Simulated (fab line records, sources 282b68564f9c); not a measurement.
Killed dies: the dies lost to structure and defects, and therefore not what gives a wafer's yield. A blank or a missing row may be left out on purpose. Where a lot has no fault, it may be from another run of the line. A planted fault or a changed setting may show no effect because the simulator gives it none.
Comparing a struck lot with a sound one | flow ritCmos | 15 out of 202 route steps
Sound: wafers L223.1, L223.2, L223.4. Struck: wafers L218.1, L218.2, L218.4. At the end, the cause is stated.
At each step with rows: each side's tool, then ch and its chambers, then its first start. Under that, the readings that differ: sound wafers | struck wafers | difference of the means | sigmas: that difference in standard deviations of wafers without a fault.
alike: readings whose means differ by less than 2 such deviations, and words and numbers that are the same on both sides. not compared: withheld readings, readings that some wafer has no value for, bounds like >300 that may hide the same value, and numbers for which the record gives no deviation and whose values overlap.
Wherever a step has rows on one side only, a row that says differs or no value, or a row with sigmas, the two part there. Numbers that don't overlap but have no deviation are shown without sigmas and don't part them. A reading missing from all wafers of one side parts the sides only when that side holds two or more wafers.

first, 6 steps without rows for these wafers: RIT_CONTACT_HMDS_02 (prime time 60 s); RIT_CONTACT_COAT_03 (resist thk 1000 nm); RIT_CONTACT_SOFTBAKE_04 (time 60 s); RIT_CONTACT_EXPOSE_05 (exposes mask M11, target cd 1000 nm); RIT_CONTACT_PEB_06; RIT_CONTACT_DEVELOP_07 (develop time 120 s).
RIT_CONTACT_CD_MEAS_08: target cd 1000 nm.
  sound: cdSem-02 at day 6 22:42; struck: cdSem-02 at day 5 21:07
  alike: cdNm
RIT_CONTACT_OVL_MEAS_09:
  sound: overlay-02 at day 6 22:49; struck: overlay-02 at day 5 21:14
  alike: CONTACT_OVL
then, 1 step without rows for these wafers: RIT_CONTACT_HARDBAKE_10 (time 60 s).
RIT_CONTACT_ETCH_11: etches SiO2 in CHF3/CF4/Ar, stops on TiSi2, target depth 480 nm, time 320 s.
  sound on rieDiel-04 ch 0,1,3, day 6 23:01; struck on rieDiel-04 ch 1,3, day 5 21:37
  alike: cf4FlowSccm, drypumpMotorCurrentA, oesProductAu, throttleValvePct
  not compared: rfHoursCounterH
RIT_CONTACT_STRIP_12: strips in O2, time 180 s.
  sound on plasmaAsher-04 ch 0,1, day 6 23:12; struck on plasmaAsher-01 ch 0,1, day 5 21:48
  alike: drypumpMotorCurrentA
  not compared: rfHoursCounterH
RIT_CONTACT_CD_MEAS_90: target cd 1000 nm.
  sound: cdSem-01 at day 6 23:23; struck: cdSem-02 at day 5 21:58
  alike: cdNm
RIT_CONTACT_CLEAN_13: cleans in SC1, time 600 s.
  sound on wetBench-04 ch 0, day 6 23:30; struck on wetBench-04 ch 2, day 5 22:05
  no value came back on the struck wafers for bathGuardTempC (C), bathHeatDutyPct (%), tempC (C), timeS (s); on the sound wafers bathGuardTempC (C) reads 74.5 74.6 74.4
then, 1 step without rows for these wafers: RIT_CONTACT_CLEAN_14 (cleans in SC2, time 600 s).
RIT_M1_PROBE_99:
  sound: prober-02 at day 7 03:52; struck: prober-01 at day 6 02:38
  alike: killedAtContacts, killedAtFrontEnd, killedDies, killedOpen, killedShort

== WHERE THEY PART ==
Only at RIT_CONTACT_CLEAN_13, as far as this record shows. Later steps at which nothing parts them and some readings are alike: RIT_M1_PROBE_99.

WHY: the cause the simulator had injected
Skipped step whole: wetBench-04, from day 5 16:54 on, at RIT_CONTACT_CLEAN_13. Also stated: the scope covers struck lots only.
